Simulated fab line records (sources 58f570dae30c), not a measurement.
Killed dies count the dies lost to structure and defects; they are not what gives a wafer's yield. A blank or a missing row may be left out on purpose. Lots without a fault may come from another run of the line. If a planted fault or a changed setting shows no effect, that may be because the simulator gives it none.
Split-lot study / flow berkeley cmos170 / on a route of 331 steps: 5 lots, 23 wafers read

ABOUT THE SPLIT
At UCB170_FIELD_OXIDATION_01 (target thk 558.3 nm, ox time 7200 s), the setting ox time s was moved away from the recipe's 7200 s on 20 of the 23 wafers read, by -14.1% to +8.6%. For the rest of the wafers, this setting stayed at what the recipe calls for.

The split's own step is where the reading is taken.

THE READING
SiO2_of_FIELD_OXIDATION_01.thk nm (the simulator's own value, which no gauge read), in nm, at UCB170_FIELD_OXIDATION_01 (target thk 558.3 nm, ox time 7200 s). There is no usual value for it anywhere in the file. The 3 wafers here that ran the recipe average 570.9 nm, standard deviation 2.9 nm.

wafer=L074.1; tool, chamber at the split=-, -; ox time s as run, s=7583; against the recipe=+5.3%; SiO2_of_FIELD_OXIDATION_01.thk nm, nm=557.4; against lot-mates on the recipe=no lot-mate on the recipe
wafer=L074.2; tool, chamber at the split=-, -; ox time s as run, s=7583; against the recipe=+5.3%; SiO2_of_FIELD_OXIDATION_01.thk nm, nm=545.5; against lot-mates on the recipe=no lot-mate on the recipe
wafer=L074.3; tool, chamber at the split=-, -; ox time s as run, s=7583; against the recipe=+5.3%; SiO2_of_FIELD_OXIDATION_01.thk nm, nm=557.2; against lot-mates on the recipe=no lot-mate on the recipe
wafer=L074.5; tool, chamber at the split=-, -; ox time s as run, s=7583; against the recipe=+5.3%; SiO2_of_FIELD_OXIDATION_01.thk nm, nm=556.2; against lot-mates on the recipe=no lot-mate on the recipe
wafer=L074.6; tool, chamber at the split=-, -; ox time s as run, s=7583; against the recipe=+5.3%; SiO2_of_FIELD_OXIDATION_01.thk nm, nm=557.8; against lot-mates on the recipe=no lot-mate on the recipe
wafer=L078.1; tool, chamber at the split=-, -; ox time s as run, s=7819; against the recipe=+8.6%; SiO2_of_FIELD_OXIDATION_01.thk nm, nm=570.6; against lot-mates on the recipe=no lot-mate on the recipe
wafer=L078.2; tool, chamber at the split=-, -; ox time s as run, s=7819; against the recipe=+8.6%; SiO2_of_FIELD_OXIDATION_01.thk nm, nm=567; against lot-mates on the recipe=no lot-mate on the recipe
wafer=L078.4; tool, chamber at the split=-, -; ox time s as run, s=7819; against the recipe=+8.6%; SiO2_of_FIELD_OXIDATION_01.thk nm, nm=578.9; against lot-mates on the recipe=no lot-mate on the recipe
wafer=L078.5; tool, chamber at the split=-, -; ox time s as run, s=7819; against the recipe=+8.6%; SiO2_of_FIELD_OXIDATION_01.thk nm, nm=576.7; against lot-mates on the recipe=no lot-mate on the recipe
wafer=L078.6; tool, chamber at the split=-, -; ox time s as run, s=7819; against the recipe=+8.6%; SiO2_of_FIELD_OXIDATION_01.thk nm, nm=573.4; against lot-mates on the recipe=no lot-mate on the recipe
wafer=L077.1; tool, chamber at the split=-, -; ox time s as run, s=7812; against the recipe=+8.5%; SiO2_of_FIELD_OXIDATION_01.thk nm, nm=578.6; against lot-mates on the recipe=no lot-mate on the recipe
wafer=L077.2; tool, chamber at the split=-, -; ox time s as run, s=7812; against the recipe=+8.5%; SiO2_of_FIELD_OXIDATION_01.thk nm, nm=582.7; against lot-mates on the recipe=no lot-mate on the recipe
wafer=L077.3; tool, chamber at the split=-, -; ox time s as run, s=7812; against the recipe=+8.5%; SiO2_of_FIELD_OXIDATION_01.thk nm, nm=572.8; against lot-mates on the recipe=no lot-mate on the recipe
wafer=L077.4; tool, chamber at the split=-, -; ox time s as run, s=7812; against the recipe=+8.5%; SiO2_of_FIELD_OXIDATION_01.thk nm, nm=581.8; against lot-mates on the recipe=no lot-mate on the recipe
wafer=L077.5; tool, chamber at the split=-, -; ox time s as run, s=7812; against the recipe=+8.5%; SiO2_of_FIELD_OXIDATION_01.thk nm, nm=583.6; against lot-mates on the recipe=no lot-mate on the recipe
wafer=L080.2; tool, chamber at the split=-, -; ox time s as run, s=6184; against the recipe=-14.1%; SiO2_of_FIELD_OXIDATION_01.thk nm, nm=519.6; against lot-mates on the recipe=no lot-mate on the recipe
wafer=L080.3; tool, chamber at the split=-, -; ox time s as run, s=6184; against the recipe=-14.1%; SiO2_of_FIELD_OXIDATION_01.thk nm, nm=506.3; against lot-mates on the recipe=no lot-mate on the recipe
wafer=L080.4; tool, chamber at the split=-, -; ox time s as run, s=6184; against the recipe=-14.1%; SiO2_of_FIELD_OXIDATION_01.thk nm, nm=511.9; against lot-mates on the recipe=no lot-mate on the recipe
wafer=L080.5; tool, chamber at the split=-, -; ox time s as run, s=6184; against the recipe=-14.1%; SiO2_of_FIELD_OXIDATION_01.thk nm, nm=512.5; against lot-mates on the recipe=no lot-mate on the recipe
wafer=L080.6; tool, chamber at the split=-, -; ox time s as run, s=6184; against the recipe=-14.1%; SiO2_of_FIELD_OXIDATION_01.thk nm, nm=508.6; against lot-mates on the recipe=no lot-mate on the recipe
wafer=L084.2; tool, chamber at the split=furnace-02, 0; ox time s as run, s=7200; against the recipe=recipe; SiO2_of_FIELD_OXIDATION_01.thk nm, nm=568.9; against lot-mates on the recipe=-
wafer=L084.4; tool, chamber at the split=furnace-02, 0; ox time s as run, s=7200; against the recipe=recipe; SiO2_of_FIELD_OXIDATION_01.thk nm, nm=568.8; against lot-mates on the recipe=-
wafer=L084.5; tool, chamber at the split=furnace-02, 0; ox time s as run, s=7200; against the recipe=recipe; SiO2_of_FIELD_OXIDATION_01.thk nm, nm=575; against lot-mates on the recipe=-

THE FIT
A straight line over all 23 wafers: SiO2_of_FIELD_OXIDATION_01.thk nm changes by +2.68 nm for each +1% of ox time s; r = +0.92; the points scatter about the line by 10 nm.
Too few moved wafers with a lot-mate on the recipe to fit a line net of each lot's own level.

THE FILE'S OWN FIT
SiO2_of_FIELD_OXIDATION_01.thk nm changes by +2.68 nm for each +1% of ox time s, r = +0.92.
